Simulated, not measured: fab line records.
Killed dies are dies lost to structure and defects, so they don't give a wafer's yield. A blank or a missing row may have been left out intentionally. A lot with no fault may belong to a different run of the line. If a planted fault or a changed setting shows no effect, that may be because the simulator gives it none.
Split-lot experiment    flow berkeley-cmos170    23 wafers read from 5 lots, route of 331 steps

== ABOUT THE SPLIT ==
At UCB170_NLDD_PEB_04, the setting peb-temp-c was moved away from the recipe's 130 C on 10 of the 23 wafers read, by -2.9% to +1.8%. The other wafers ran this setting at the recipe's value.

== FROM THE SPLIT TO THE READING: what the file shows between them, 1 step ==
- UCB170_NLDD_DEVELOP_05: develop time 45 s

== THE READING ==
cd-nm, in nm, at UCB170_NLDD_CD_MEAS_06 (target cd 1200 nm). A value of 1199.3 nm with a standard deviation of 1.3 nm is what fault-free wafers of this fab line usually give.

wafer   tool, chamber at the split  peb-temp-c as run, C  against the recipe  cd-nm, nm  against lot-mates on the recipe
L080.1  litho-track-02, 0           130                   recipe              1201.2     -
L080.2  litho-track-02, 0           130                   recipe              1200.5     -
L080.4  litho-track-02, 0           127                   -2.3%               1178.6     -22.2
L080.5  litho-track-02, 0           127                   -2.3%               1176.4     -24.4
L080.6  litho-track-02, 0           127                   -2.3%               1178.2     -22.6
L082.2  litho-track-03, 0           130                   recipe              1199.2     -
L082.3  litho-track-03, 0           130                   recipe              1199.1     -
L082.6  litho-track-03, 0           130                   recipe              1199.4     -
L081.1  litho-track-03, 0           132.3                 +1.8%               1212.6     +14.5
L081.2  litho-track-03, 0           132.3                 +1.8%               1210.7     +12.6
L081.3  litho-track-03, 0           130                   recipe              1198.1     -
L081.4  litho-track-03, 0           132.3                 +1.8%               1211.7     +13.6
L081.6  litho-track-03, 0           130                   recipe              1198.1     -
L084.1  litho-track-02, 0           130                   recipe              1201.9     -
L084.2  litho-track-02, 0           128.5                 -1.2%               1189.1     -11.9
L084.3  litho-track-02, 0           130                   recipe              1199.8     -
L084.4  litho-track-02, 0           130                   recipe              1201.4     -
L084.5  litho-track-02, 0           128.5                 -1.2%               1191.1     -9.9
L085.1  litho-track-03, 0           126.2                 -2.9%               1168.8     -30.0
L085.2  litho-track-03, 0           130                   recipe              1197.9     -
L085.3  litho-track-03, 0           126.2                 -2.9%               1170.0     -28.8
L085.4  litho-track-03, 0           130                   recipe              1199.4     -
L085.6  litho-track-03, 0           130                   recipe              1199.0     -

THE FIT
A straight line over all 23 wafers: cd-nm changes by +8.98 nm for each +1% of peb-temp-c; r = +0.99; the points scatter about the line by 2.1 nm.
The same after taking each lot's own level away (the mean of its wafers on the recipe; 23 wafers): +9.34 nm for each +1%; r = +0.99; scatter 1.4 nm.
Per that fit: largest peb-temp-c move, reading shift of 27 nm.
The lots' own levels span 1198.10 to 1201.03 nm, that is 2.3 times the standard deviation above.
The two slopes are in agreement: the lot-to-lot level therefore moves the slope only a little.
Check: with one of the wafers moved furthest among these (-2.9%) left out of the fit, the line predicts -27.6 nm for it against its lot-mates. It came out at -30 nm against them.

== FILE'S OWN FIT ==
cd-nm changes by +9.58 nm for each +1% of peb-temp-c, r = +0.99.
